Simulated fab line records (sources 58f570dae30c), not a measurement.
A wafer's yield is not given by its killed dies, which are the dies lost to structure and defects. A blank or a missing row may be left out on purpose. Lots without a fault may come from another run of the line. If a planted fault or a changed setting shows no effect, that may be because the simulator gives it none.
Problem report, 8D (eight disciplines) form, completed by code ; flow berkeley_cmos170 ; the parts of the form that need people (team, actions taken, sign-off) are left out

1. WHAT WENT WRONG
cd_nm at UCB170_M2_CD_MEAS_15 reads a mean of 689.7 nm on 3 wafers of 1 lot; wafers without a fault read 699.9 nm with a standard deviation of 1.6. Relative to the usual mean, that is a shift of -6.4 standard deviations.
The step: target cd 700 nm.
First observed at day 11 13:54: wafer L638.2, on cd_sem-01. The record has a number at this step for 39 wafers belonging to 13 lots. Rule for "out" (also "out of limits"): further than 4 standard deviations from the usual mean. All remaining wafers that have a number are taken as sound.

2. WHAT IT IS, AND WHAT IT ISN'T
question;is;is not
which readings at this step;cd_nm;-
which lots;L638;L619, L621, L622, L623, L624, L625, L626, L628, L629, L630, L631, L642
which wafers of those lots;all that have a number;-
read on which gauges;cd_sem-01;cd_sem-02
when;from day 11 13:54;"up to then (33 sound wafers); but 3 sound wafers of L642 came after"

3. SUSPECTS, AND WHAT RULES EACH OUT
Counting: a tool at any process step up to the reading remains a suspect when it ran all the lots that are out and ran no sound lot after the first of those.
- the gauge at UCB170_M2_CD_MEAS_15 is ruled out. All the wafers that are out were read on cd_sem-01, but those of them that UCB170_M2_EXPOSE_12 has rows for are out there too, on other tools.
- pvd_sputter-02 at UCB170_M2_SPUTTER_01 (material Al, target thk 900 nm, time 120 s): kept. It ran the lot that is out, L638 (day 11 11:35), and no sound lot after that; its last sound lot up to then is L626 (day 9 06:05).
- krf_scanner-02 at UCB170_M2_EXPOSE_12 (exposes mask METAL2, target cd 700 nm): kept. It ran the lot that is out, L638 (day 11 13:26), and no sound lot after that; its last sound lot up to then is L631 (day 10 11:45). Out on those wafers are its own readings of exposure_dose_mJ_cm2.
Remaining after the count are pvd_sputter-02 at UCB170_M2_SPUTTER_01 and krf_scanner-02 at UCB170_M2_EXPOSE_12.

4. THE CAUSE (what the simulator had put in)
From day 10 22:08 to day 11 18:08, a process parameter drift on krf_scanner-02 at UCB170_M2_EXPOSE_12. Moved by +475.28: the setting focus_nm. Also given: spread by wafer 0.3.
This tool is one of the 2 suspects left after counting.

5. THE CHAIN OF EFFECTS, in route order
One row per reading whose mean, taken over the struck wafers that have a number, lies over 3 standard deviations from the usual. Only readings whose record carries a usual standard deviation are examined. hours: median over the lots of the time between each lot's start at the first step of this table that gives one and its start at this step. sigmas: the change, counted in usual standard deviations.
hours;step;reading;usual;on struck wafers;change;sigmas
0;UCB170_M2_EXPOSE_12;exposure_dose_mJ_cm2;26.003;25.635;-0.368;-14
0;UCB170_M2_CD_MEAS_15;cd_nm;699.9 nm;689.7;-10.2;-6.4
Its process steps:
- UCB170_M2_EXPOSE_12: exposes mask METAL2, target cd 700 nm.
Later steps that measure or inspect, where all struck wafers having a row at the step show a number for every such reading and not one has moved that far: UCB170_V2_BOW_MEAS_03.

6. WHAT WOULD HAVE CAUGHT IT SOONER
Counted from the fault's start at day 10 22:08, it took 16 hours until the first out-of-limits reading at a measuring or inspecting step in this record, taken at day 11 13:54.
The tool's own readings at UCB170_M2_EXPOSE_12 were out on every struck wafer that the step has a row for (exposure_dose_mJ_cm2): an alarm limit on them would have fired on the first of those.
Each of the lots that are out, 1 in all, had begun UCB170_M2_EXPOSE_12 on krf_scanner-02 no later than day 11 13:54. None of them would have been spared by holding the tool at that moment.
